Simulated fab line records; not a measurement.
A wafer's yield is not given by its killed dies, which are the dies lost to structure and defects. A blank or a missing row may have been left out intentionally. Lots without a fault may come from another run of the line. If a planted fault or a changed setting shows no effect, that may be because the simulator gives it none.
Split-lot trial | flow berkeley-cmos170 | 19 wafers read across 5 lots, on a route 331 steps long

== THE SPLIT ==
At UCB170_CONTACT_CVD_01 (deposits PSG from SiH4/O2/PH3, target thk 700 nm, time 2820 s), the setting temp-c was moved away from the recipe's 450 C on 11 of the 19 wafers read, by -1.6% to +0.8%. This setting was run at the recipe's value on the other wafers.

The reading is taken at the split's own step.

== THE READING ==
PSG_of_CONTACT_CVD_01.thk-nm (the simulator's own value, which no gauge read), in nm, at UCB170_CONTACT_CVD_01 (deposits PSG from SiH4/O2/PH3, target thk 700 nm, time 2820 s). The file gives no usual value for it. Across the 8 wafers here that went through the recipe, the average is 701.0 nm and the standard deviation 10 nm.

wafer  | tool, chamber at the split | temp-c as run, C | against the recipe | PSG_of_CONTACT_CVD_01.thk-nm, nm | against lot-mates on the recipe
L074.2 | lpcvd-01, 1                | 450              | recipe             | 688.6                            | -
L074.3 | lpcvd-01, 1                | 450              | recipe             | 691.5                            | -
L074.4 | lpcvd-01, 1                | 450              | recipe             | 685.4                            | -
L078.1 | -, -                       | 445.1            | -1.1%              | 679.1                            | no lot-mate on the recipe
L078.3 | -, -                       | 445.1            | -1.1%              | 677.5                            | no lot-mate on the recipe
L078.6 | -, -                       | 445.1            | -1.1%              | 677                              | no lot-mate on the recipe
L077.1 | -, -                       | 442.8            | -1.6%              | 675.1                            | no lot-mate on the recipe
L077.2 | -, -                       | 442.8            | -1.6%              | 670.5                            | no lot-mate on the recipe
L077.3 | -, -                       | 442.8            | -1.6%              | 675.6                            | no lot-mate on the recipe
L077.4 | -, -                       | 442.8            | -1.6%              | 671.3                            | no lot-mate on the recipe
L077.6 | -, -                       | 442.8            | -1.6%              | 670                              | no lot-mate on the recipe
L079.1 | -, -                       | 450              | recipe             | 702.8                            | -
L079.2 | -, -                       | 450              | recipe             | 707.6                            | -
L079.4 | -, -                       | 450              | recipe             | 714.9                            | -
L079.5 | -, -                       | 450              | recipe             | 707.7                            | -
L079.6 | -, -                       | 450              | recipe             | 709.4                            | -
L083.3 | -, -                       | 453.7            | +0.8%              | 719.8                            | no lot-mate on the recipe
L083.4 | -, -                       | 453.7            | +0.8%              | 716.7                            | no lot-mate on the recipe
L083.5 | -, -                       | 453.7            | +0.8%              | 720.7                            | no lot-mate on the recipe

THE FIT
A straight line over all 19 wafers: PSG_of_CONTACT_CVD_01.thk-nm changes by +19.2 nm for each +1% of temp-c; r = +0.92; the points scatter about the line by 7.4 nm.
Too few moved wafers with a lot-mate on the recipe to fit a line net of each lot's own level.

== THE FILE'S OWN FIT ==
PSG_of_CONTACT_CVD_01.thk-nm changes by +19.2 nm for each +1% of temp-c, r = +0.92.
